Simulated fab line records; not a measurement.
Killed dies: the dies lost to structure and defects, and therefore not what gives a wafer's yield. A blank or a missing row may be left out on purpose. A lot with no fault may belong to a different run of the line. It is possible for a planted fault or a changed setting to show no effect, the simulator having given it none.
8D (eight disciplines) problem report, filled in by code -- flow ritCmos -- the parts of the form that need people (team, actions taken, sign-off) are left out

== 1. PROBLEM STATEMENT ==
At RIT_ACTIVE_CD_MEAS_11, cdNm averages 1362.0 nm over 9 wafers from 3 lots, while fault-free wafers read 1399.5 nm, standard deviation 2.4. That is -16 standard deviations from the usual mean.
The step: target cd 1400 nm.
Seen first at day 3 12:43 on cdSem-02, wafer L607.2. Wafers with a number at this step in the record: 45, from 15 lots. Rule for "out" (also "out of limits"): further than 4 standard deviations from the usual mean. The rest of the wafers with a number are treated as sound.

== 2. WHAT IT IS; WHAT IT IS NOT ==
question,is,is not
which readings at this step,cdNm,-
which lots,"L607, L610, L611","L598, L599, L600, L602, L603, L604, L605, L613, L617, L618, L619, L620"
which wafers of those lots,all that have a number,-
read on which gauges,"cdSem-01, cdSem-02",-
when,from day 3 12:43,"up to then (21 sound wafers); but 15 sound wafers of L613, L617, L618, L619, L620 came after"

== 3. SUSPECTS, AND WHAT RULES EACH OUT ==
Counting: any tool at a process step up to the reading is kept as a suspect provided that every lot that is out went through it and no sound lot did after the first of them.
- the gauge at RIT_ACTIVE_CD_MEAS_11 is ruled out. The wafers that are out were read on 2 gauges (cdSem-01, cdSem-02).
- ilineStepper-01 at RIT_ACTIVE_EXPOSE_08 (exposes mask M1, target cd 1400 nm): kept. Every lot that is out went through it, starting with L607 (day 3 12:19), and after that it ran no sound lot; the last sound lot it ran before then is L605 (day 3 01:10). Its own readings are out on those wafers: exposureDoseMJCm2.
Left after counting: ilineStepper-01 at RIT_ACTIVE_EXPOSE_08.

== 4. THE CAUSE (what the simulator had put in) ==
Drift in process parameters on ilineStepper-01 at RIT_ACTIVE_EXPOSE_08, starting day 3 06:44. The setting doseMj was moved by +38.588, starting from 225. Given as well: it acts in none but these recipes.
This tool alone remained once counting was done.

== 5. THE CHAIN OF EFFECTS, in route order ==
One row per reading whose mean, taken over the struck wafers that have a number, lies over 3 standard deviations from the usual. Readings are gone through only where the record gives a usual standard deviation; hours: the median, over the lots, of the time from a lot's start at the first step in this table giving one to that lot's start at this step; sigmas: the change measured in usual standard deviations.
hours,step,reading,usual,on struck wafers,change,sigmas
0,RIT_ACTIVE_EXPOSE_08,exposureDoseMJCm2,223.42,254.95,+31.53,+99 or more
0,RIT_ACTIVE_CD_MEAS_11,cdNm,1399.5 nm,1362.0,-37.5,-16
Process steps it contains:
- RIT_ACTIVE_EXPOSE_08: exposes mask M1, target cd 1400 nm.
Later steps that measure or inspect, where all struck wafers having a row at the step show a number for every such reading and not one has moved that far: RIT_SDANNEAL_RS_MEAS_07, RIT_CONTACT_CD_MEAS_08.

== 6. HOW IT WOULD HAVE BEEN CAUGHT EARLIER ==
The first out-of-limits reading at a measuring or inspecting step in this record came at day 3 12:43, 6 hours after the fault's start at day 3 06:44.
Tool's own readings at RIT_ACTIVE_EXPOSE_08, exposureDoseMJCm2: out on all struck wafers the step has rows for; an alarm limit on them would have tripped on the first.
L610, L611, from the lots that are out (3), started RIT_ACTIVE_EXPOSE_08 on ilineStepper-01 later than day 3 12:43. A hold on the tool at that time would have spared those 2.
